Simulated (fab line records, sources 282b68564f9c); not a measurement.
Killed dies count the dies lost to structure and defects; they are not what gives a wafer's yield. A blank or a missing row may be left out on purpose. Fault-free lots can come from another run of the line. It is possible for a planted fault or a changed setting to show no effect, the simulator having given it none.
Which tool was responsible? / flow rit cmos / 14 lots, 42 wafers sampled, at 2 steps of a route of 202

== WHAT THE GAUGES READ, wafer by wafer ==
Not one reading of a measure or inspect step in the record can be checked against a usual standard deviation.

== WHAT TOOL EACH LOT RAN ON (gives the tool, then ch and the chambers of the sampled wafers, and finally the start) ==
lot=L530; RIT_CONTACT_ETCH_11=rie diel-02 ch 0,3, day 3 13:01; RIT_M1_PROBE_99=-
lot=L531; RIT_CONTACT_ETCH_11=rie diel-02 ch 0,1,2, day 3 17:49; RIT_M1_PROBE_99=-
lot=L532; RIT_CONTACT_ETCH_11=rie diel-04 ch 0,1,3, day 3 21:17; RIT_M1_PROBE_99=-
lot=L533; RIT_CONTACT_ETCH_11=rie diel-04 ch 0,3, day 4 04:43; RIT_M1_PROBE_99=-
lot=L534; RIT_CONTACT_ETCH_11=rie diel-02 ch 2,3, day 4 08:34; RIT_M1_PROBE_99=-
lot=L535; RIT_CONTACT_ETCH_11=rie diel-01 ch 0,2,3, day 4 12:33; RIT_M1_PROBE_99=-
lot=L541; RIT_CONTACT_ETCH_11=rie diel-02 ch 0,1,3, day 5 18:22; RIT_M1_PROBE_99=prober-01, day 5 23:20
lot=L542; RIT_CONTACT_ETCH_11=rie diel-02 ch 1,2, day 6 01:48; RIT_M1_PROBE_99=prober-01, day 6 07:08
lot=L544; RIT_CONTACT_ETCH_11=rie diel-01 ch 0,2,3, day 6 08:22; RIT_M1_PROBE_99=-
lot=L545; RIT_CONTACT_ETCH_11=rie diel-04 ch 0,2, day 6 10:19; RIT_M1_PROBE_99=prober-02, day 6 15:16
lot=L546; RIT_CONTACT_ETCH_11=rie diel-01 ch 0,1,2, day 6 14:26; RIT_M1_PROBE_99=-
lot=L549; RIT_CONTACT_ETCH_11=rie diel-01 ch 0,1,2, day 7 11:02; RIT_M1_PROBE_99=-
lot=L552; RIT_CONTACT_ETCH_11=rie diel-04 ch 0,1,3, day 7 23:25; RIT_M1_PROBE_99=-
lot=L553; RIT_CONTACT_ETCH_11=rie diel-01 ch 1,2,3, day 8 05:14; RIT_M1_PROBE_99=-
- RIT_CONTACT_ETCH_11: etches SiO2 in CHF3/CF4/Ar, stops on TiSi2, target depth 480 nm, time 320 s.
- RIT_M1_PROBE_99

== AS READ BY THE TOOLS THEMSELVES (means over the sampled wafers that have a number; for cases with no such wafer, the mark the record gives instead) ==
RIT_CONTACT_ETCH_11. Usual: CHF3_flow_sccm 49.99 sccm, standard deviation 0.15; O2_flow_sccm 5.002 sccm, standard deviation 0.015; cf4 flow sccm 10.00 sccm, standard deviation 0.035; drypump motor current A 5.9 A, standard deviation 0.46; oes product au 0.989 a.u., standard deviation 0.022; rf fwd power W 194.6 W, standard deviation 0.66; throttle valve pct 8.85 %, standard deviation 0.16.
lot=L530; tool=rie diel-02; CHF3_flow_sccm (sccm)=49.79; O2_flow_sccm (sccm)=5.010; cf4 flow sccm (sccm)=10.02; drypump motor current A (A)=6.4; oes product au (a.u.)=0.996; rf fwd power W (W)=194.4; throttle valve pct (%)=8.81; flag=
lot=L531; tool=rie diel-02; CHF3_flow_sccm (sccm)=49.98; O2_flow_sccm (sccm)=5.010; cf4 flow sccm (sccm)=9.98; drypump motor current A (A)=6.0; oes product au (a.u.)=0.987; rf fwd power W (W)=194.5; throttle valve pct (%)=8.79; flag=
lot=L532; tool=rie diel-04; CHF3_flow_sccm (sccm)=49.86; O2_flow_sccm (sccm)=5.011; cf4 flow sccm (sccm)=10.00; drypump motor current A (A)=5.4; oes product au (a.u.)=0.982; rf fwd power W (W)=195.3; throttle valve pct (%)=8.79; flag=
lot=L533; tool=rie diel-04; CHF3_flow_sccm (sccm)=49.81; O2_flow_sccm (sccm)=5.017; cf4 flow sccm (sccm)=10.00; drypump motor current A (A)=5.5; oes product au (a.u.)=0.985; rf fwd power W (W)=193.9; throttle valve pct (%)=8.89; flag=
lot=L534; tool=rie diel-02; CHF3_flow_sccm (sccm)=50.01; O2_flow_sccm (sccm)=5.000; cf4 flow sccm (sccm)=10.02; drypump motor current A (A)=5.9; oes product au (a.u.)=1.020; rf fwd power W (W)=195.4; throttle valve pct (%)=8.88; flag=
lot=L535; tool=rie diel-01; CHF3_flow_sccm (sccm)=50.11; O2_flow_sccm (sccm)=4.987; cf4 flow sccm (sccm)=10.01; drypump motor current A (A)=5.7; oes product au (a.u.)=0.990; rf fwd power W (W)=194.4; throttle valve pct (%)=8.87; flag=
lot=L541; tool=rie diel-02; CHF3_flow_sccm (sccm)=49.87; O2_flow_sccm (sccm)=4.993; cf4 flow sccm (sccm)=9.99; drypump motor current A (A)=6.1; oes product au (a.u.)=0.986; rf fwd power W (W)=194.9; throttle valve pct (%)=8.79; flag=
lot=L542; tool=rie diel-02; CHF3_flow_sccm (sccm)=50.04; O2_flow_sccm (sccm)=5.010; cf4 flow sccm (sccm)=10.01; drypump motor current A (A)=5.7; oes product au (a.u.)=0.981; rf fwd power W (W)=194.7; throttle valve pct (%)=8.75; flag=
lot=L544; tool=rie diel-01; CHF3_flow_sccm (sccm)=50.08; O2_flow_sccm (sccm)=5.011; cf4 flow sccm (sccm)=9.98; drypump motor current A (A)=5.7; oes product au (a.u.)=0.992; rf fwd power W (W)=194.9; throttle valve pct (%)=8.85; flag=
lot=L545; tool=rie diel-04; CHF3_flow_sccm (sccm)=49.98; O2_flow_sccm (sccm)=5.001; cf4 flow sccm (sccm)=10.03; drypump motor current A (A)=5.6; oes product au (a.u.)=0.961; rf fwd power W (W)=194.6; throttle valve pct (%)=8.88; flag=
lot=L546; tool=rie diel-01; CHF3_flow_sccm (sccm)=50.02; O2_flow_sccm (sccm)=4.999; cf4 flow sccm (sccm)=10.00; drypump motor current A (A)=6.1; oes product au (a.u.)=0.979; rf fwd power W (W)=194.7; throttle valve pct (%)=8.96; flag=
lot=L549; tool=rie diel-01; CHF3_flow_sccm (sccm)=49.89; O2_flow_sccm (sccm)=5.003; cf4 flow sccm (sccm)=10.02; drypump motor current A (A)=6.1; oes product au (a.u.)=0.980; rf fwd power W (W)=194.6; throttle valve pct (%)=8.96; flag=
lot=L552; tool=rie diel-04; CHF3_flow_sccm (sccm)=49.94; O2_flow_sccm (sccm)=4.999; cf4 flow sccm (sccm)=9.98; drypump motor current A (A)=5.4; oes product au (a.u.)=0.992; rf fwd power W (W)=194.4; throttle valve pct (%)=8.79; flag=
lot=L553; tool=rie diel-01; CHF3_flow_sccm (sccm)=49.95; O2_flow_sccm (sccm)=5.004; cf4 flow sccm (sccm)=10.05; drypump motor current A (A)=5.6; oes product au (a.u.)=0.982; rf fwd power W (W)=194.3; throttle valve pct (%)=9.02; flag=

RIT_M1_PROBE_99. Usual: killed at contacts 0.1, standard deviation 0.25; killed at front end 6.8, standard deviation 2.9; killed dies 6.9, standard deviation 2.9; killed on rim 1.7, standard deviation 1.3; killed open 3.3, standard deviation 1.9; killed short 3.6, standard deviation 1.9.
lot=L541; tool=prober-01; killed at contacts=257.0; killed at front end=5.0; killed dies=262.0; killed on rim=70.0; killed open=1.7; killed short=3.3; flag=OFF
lot=L542; tool=prober-01; killed at contacts=251.3; killed at front end=11.3; killed dies=262.7; killed on rim=68.7; killed open=5.3; killed short=6.0; flag=OFF
lot=L545; tool=prober-02; killed at contacts=0.0; killed at front end=5.7; killed dies=5.7; killed on rim=1.0; killed open=3.0; killed short=2.7; flag=

== THE ANSWER, worked out from the rows above alone ==
Rule: lot off if the mean of its wafers having a number is beyond 3 standard deviations from the usual mean. Also off: a lot with no number at a reading for which 4 or more lots have one. Where the step has rows for the other lots, those lots are counted as sound. The gauges are gone through in route order, then the tools' own readings, and for those a lot's mean is taken as printed above. At the first step where some lot is off, the reading lying furthest off is the one used; lots without a number count as furthest.
Off at RIT_M1_PROBE_99 (killed at contacts): L541, L542. Neither off nor sound, because the step has no rows for them: L530, L531, L532, L533, L534, L535, L544, L546, L549, L552, L553.
If a tool, at that step or one of the process steps before it, ran each lot that is off and ran no sound lot following the first of them, it fits. This does not decide it: 2 tools fit, namely rie diel-02 at RIT_CONTACT_ETCH_11 and prober-01 at RIT_M1_PROBE_99.

== WHAT HAD BEEN PUT IN BY THE SIMULATOR ==
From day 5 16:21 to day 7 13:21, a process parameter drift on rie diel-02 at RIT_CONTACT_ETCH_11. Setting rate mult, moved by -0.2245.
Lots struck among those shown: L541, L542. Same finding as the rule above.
